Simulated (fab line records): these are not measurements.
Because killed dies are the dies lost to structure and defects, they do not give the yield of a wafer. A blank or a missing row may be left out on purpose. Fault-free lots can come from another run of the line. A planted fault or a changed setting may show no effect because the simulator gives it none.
A struck lot beside a sound one :: flow ritCmos :: 23 steps out of a route of 202
Sound: wafers L704.1, L704.4, L704.5. Wafers struck: L711.1, L711.2, L711.5. The cause comes at the end.
At each step with rows: each side's tool, then ch and its chambers, then its first start. Under that, the readings that differ: sound wafers :: struck wafers :: difference of the means :: sigmas: that difference in standard deviations of wafers without a fault.
alike: same words and numbers on both sides, and readings whose means sit less than 2 such deviations apart. not compared: any withheld reading, any reading some wafer has no value for, any bound like >300 that may hide the same value, and any number with overlapping values for which the record gives no deviation.
Wherever a step has rows on one side only, a row that says differs or no value, or a row with sigmas, the two part there. Numbers that don't overlap but have no deviation are shown without sigmas and don't part them. A reading missing from all wafers of one side parts the sides only when that side holds two or more wafers.

RIT_CONTACT_CD_MEAS_08 targets a cd of 1000 nm.
  sound on cdSem-02 at day 4 16:30; struck on cdSem-02 at day 5 23:40
  alike: cdNm
RIT_CONTACT_OVL_MEAS_09:
  sound on overlay-02 at day 4 16:37; struck on overlay-02 at day 5 23:47
  alike: CONTACT_OVL
then, 1 step without rows for these wafers: RIT_CONTACT_HARDBAKE_10 (time 60 s).
RIT_CONTACT_ETCH_11: etches SiO2 in CHF3/CF4/Ar, stops on TiSi2, target depth 480 nm, time 320 s.
  sound on rieDiel-02 ch 0,1,3, day 4 16:49; struck on rieDiel-03 ch 0,1, day 6 00:03
  alike: chamberPressureMTorr, drypumpMotorCurrentA, oesProductAu, rfFwdPowerW, throttleValvePct
  not compared: rfHoursCounterH
RIT_CONTACT_STRIP_12: strips in O2, time 180 s.
  sound on plasmaAsher-04 ch 1, day 4 17:00; struck on plasmaAsher-01 ch 0,1, day 6 00:14
  alike: chamberPressureMTorr, drypumpMotorCurrentA
  not compared: rfHoursCounterH
RIT_CONTACT_CD_MEAS_90 targets a cd of 1000 nm.
  sound on cdSem-02 at day 4 17:11; struck on cdSem-01 at day 6 00:25
  alike: cdNm
then, 2 steps without rows for these wafers: RIT_CONTACT_CLEAN_13 (cleans in SC1, time 600 s); RIT_CONTACT_CLEAN_14 (cleans in SC2, time 600 s).
RIT_M1_SPUTTER_00: material Al, target thk 400 nm, time 500 s.
  sound on pvdSputter-03 at day 4 17:39; struck on pvdSputter-01 at day 6 00:53
  alike: throttleValvePct
RIT_M1_RS_MEAS_01: measurement is done with a four-point probe.
  sound on filmMetro-03 at day 4 17:56; struck on filmMetro-04 at day 6 01:11
  alike: M1_AL_RS
RIT_M1_THK_MEAS_02: measures by xrf.
  sound on filmMetro-03 at day 4 18:04; struck on filmMetro-04 at day 6 01:18
  alike: M1_AL_THK
then, 1 step without rows for these wafers: RIT_M1_HMDS_03 (prime time 60 s).
RIT_M1_COAT_04: resist thk 1300 nm.
  sound on lithoTrack-03 ch 0, day 4 18:16; struck on lithoTrack-01 ch 0, day 6 01:31
reading: model.NOVOLAK_of_M1_COAT_04.thkNm (nm)
sound: 1299 1302 1303
struck: 1359 1356 1355
difference: +55
sigmas: 
then, 4 steps without rows for these wafers: RIT_M1_SOFTBAKE_05 (time 60 s); RIT_M1_EXPOSE_06 (exposes mask M12, target cd 2600 nm); RIT_M1_PEB_07; RIT_M1_DEVELOP_08 (develop time 68 s).
RIT_M1_CD_MEAS_09 targets a cd of 2600 nm.
  sound on cdSem-01 at day 4 19:23; struck on cdSem-02 at day 6 02:14
reading: cdNm (nm)
sound: 2598.7 2598.3 2599.7
struck: 2605.5 2606.0 2604.9
difference: +6.6
sigmas: +3
RIT_M1_OVL_MEAS_10:
  sound on overlay-01 at day 4 19:31; struck on overlay-01 at day 6 02:22
  alike: M1_OVL
then, 1 step without rows for these wafers: RIT_M1_HARDBAKE_11 (time 120 s).
RIT_M1_METAL_ETCH_12: etches Al in Cl2/BCl3, stops on SiO2, time 165 s, target depth 600 nm.
  sound on rieMetal-02 ch 0,1, day 4 19:57; struck on rieMetal-02 ch 0,1, day 6 02:39
reading: model.NOVOLAK_of_M1_COAT_04.thkNm (nm)
sound: 815.5 820.3 821.4
struck: 866.2 864.5 863.8
difference: +45.8
sigmas: 
  alike: chamberPressureMTorr, drypumpMotorCurrentA, oesProductAu, rfFwdPowerW, throttleValvePct
  not compared: rfHoursCounterH
then, 1 step without rows for these wafers: RIT_M1_STRIP_13 (strips in nmp, time 600 s).
RIT_M1_PROBE_99:
  sound on prober-02 at day 4 23:19; struck on prober-02 at day 6 04:54
  alike: defectLimitedYield, killedAtContacts, killedAtFrontEnd, killedDies, killedOnRim, killedOpen, killedShort, sort_bin_3_pad_short, sort_bin_5_function, sort_bin_6_memory, sortNPass, sortYieldPct

== WHERE THEY PART ==
Only at RIT_M1_CD_MEAS_09, as far as this record shows. Later steps at which nothing parts them and some readings are alike: RIT_M1_OVL_MEAS_10, RIT_M1_METAL_ETCH_12, RIT_M1_PROBE_99.

WHY: what had been put in by the simulator
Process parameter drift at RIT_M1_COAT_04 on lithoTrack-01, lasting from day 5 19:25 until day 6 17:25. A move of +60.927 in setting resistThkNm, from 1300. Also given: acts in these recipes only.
